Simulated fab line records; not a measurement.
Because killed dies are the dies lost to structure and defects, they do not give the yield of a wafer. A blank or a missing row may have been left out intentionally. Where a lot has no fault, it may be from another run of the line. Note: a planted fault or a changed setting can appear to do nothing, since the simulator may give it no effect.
Which of the tools did it?	flow berkeley_cmos170	Sampling: 12 lots, 36 wafers, 2 of 331 route steps

== WHAT THE GAUGES READ, wafer by wafer ==
UCB170_M1_CD_MEAS_90: the cd target is 700 nm. Usual: cd_nm at 700.7 nm, with a standard deviation of 2.3.
lot	measured	on	cd_nm (nm)	flag
L529	day 7 00:47	cd_sem-01	702.5 703.9 702.2	
L528	day 7 01:56	cd_sem-01	701.5 700.4 701.7	
L530	day 7 04:43	cd_sem-02	700.5 701.5 699.7	
L531	day 7 05:38	cd_sem-02	700.5 699.6 702.3	
L533	day 7 16:55	cd_sem-01	701.7 700.9 700.5	
L538	day 8 23:59	cd_sem-02	698.8 698.5 698.7	
L542	day 10 02:17	cd_sem-01	701.9 699.7 712.5	
L544	day 10 02:25	cd_sem-02	700.6 699.8 699.9	
L545	day 10 05:42	cd_sem-01	701.8 703.4 702.2	
L547	day 11 02:56	cd_sem-02	704.6 703.8 703.3	
L549	day 11 08:52	cd_sem-01	700.5 702.5 700.3	
L551	day 12 02:34	cd_sem-02	702.7 702.2 702.1	

== WHICH TOOL RAN EACH LOT (tool, then ch and the chambers of the sampled wafers, then the start) ==
lot	UCB170_M1_METAL_ETCH_12
L529	rie_metal-03 ch 0,1, day 7 00:34
L528	rie_metal-02 ch 0,1, day 7 01:43
L530	rie_metal-03 ch 0,1, day 7 04:29
L531	rie_metal-02 ch 0,1, day 7 05:21
L533	rie_metal-03 ch 0,1, day 7 16:39
L538	rie_metal-03 ch 0,1, day 8 23:45
L542	rie_metal-03 ch 0,1, day 10 02:02
L544	rie_metal-02 ch 0,1, day 10 02:10
L545	rie_metal-02 ch 0,1, day 10 05:28
L547	rie_metal-02 ch 0,1, day 11 02:34
L549	rie_metal-02 ch 0,1, day 11 08:38
L551	rie_metal-01 ch 0,1, day 12 02:19
- UCB170_M1_METAL_ETCH_12: etches Al in Cl2/BCl3, stops on PSG, target depth 780 nm, time 130 s.

== WHAT THE TOOLS THEMSELVES READ (means of the sampled wafers that have a number; where no wafer has one, the mark that the record gives instead) ==
UCB170_M1_METAL_ETCH_12. Usual: drypump_motor_current_A 5.8 A, standard deviation 0.57; he_backside_leak_sccm 3.50 sccm, standard deviation 0.27; oes_product_au 0.859 a.u., standard deviation 0.014; rf_fwd_power_W 597.2 W, standard deviation 1.8; throttle_valve_pct 24.19 %, standard deviation 0.11.
lot	tool	drypump_motor_current_A (A)	he_backside_leak_sccm (sccm)	oes_product_au (a.u.)	rf_fwd_power_W (W)	throttle_valve_pct (%)	flag
L529	rie_metal-03	6.1	3.60	0.862	596.2	24.08	
L528	rie_metal-02	5.4	4.02	0.856	596.7	24.30	
L530	rie_metal-03	6.1	3.40	0.871	597.8	24.10	
L531	rie_metal-02	5.8	3.52	0.855	598.1	24.26	
L533	rie_metal-03	6.1	3.43	0.869	597.2	24.09	
L538	rie_metal-03	6.1	3.65	0.873	598.6	24.09	
L542	rie_metal-03	6.1	3.64	0.842	518.3	24.10	OFF
L544	rie_metal-02	5.4	3.41	0.854	598.2	24.31	
L545	rie_metal-02	5.9	3.48	0.845	598.2	24.28	
L547	rie_metal-02	5.4	4.00	0.860	598.4	24.30	
L549	rie_metal-02	5.4	3.37	0.858	599.0	24.29	
L551	rie_metal-01	5.5	3.17	0.851	596.5	24.21	

== THE ANSWER, worked out from the rows above alone ==
Rule: a lot counts as off when the mean over its wafers that have a number is more than 3 standard deviations away from the usual mean. Also off: a lot with no number at a reading for which 4 or more lots have one. The other lots that the step has rows for count as sound. First the gauges in route order, then the tools' own readings, where a lot's mean is used as printed above. At the first step where some lot is off, the reading lying furthest off is the one used; lots without a number count as furthest.
Off: L542, at UCB170_M1_METAL_ETCH_12 (rf_fwd_power_W).
A tool fits if, at that step or a process step before it, it ran every lot that is off, and no sound lot after the first of them. One fits: rie_metal-03 at UCB170_M1_METAL_ETCH_12. A fault onset in the window from L538 (day 8 23:45, its last sound lot) to L542 (day 10 02:02, its first lot off) fits.
The tool's own readings at UCB170_M1_METAL_ETCH_12 bear it out: on the lots that are off they differ by more than 5 times the standard deviation of the sound lots' means. rf_fwd_power_W reads 518.3 W there against 597.7 W on the sound lots.

== WHAT WAS PUT IN BY THE SIMULATOR ==
rie_metal-03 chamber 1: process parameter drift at UCB170_M1_METAL_ETCH_12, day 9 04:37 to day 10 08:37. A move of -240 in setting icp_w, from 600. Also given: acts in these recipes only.
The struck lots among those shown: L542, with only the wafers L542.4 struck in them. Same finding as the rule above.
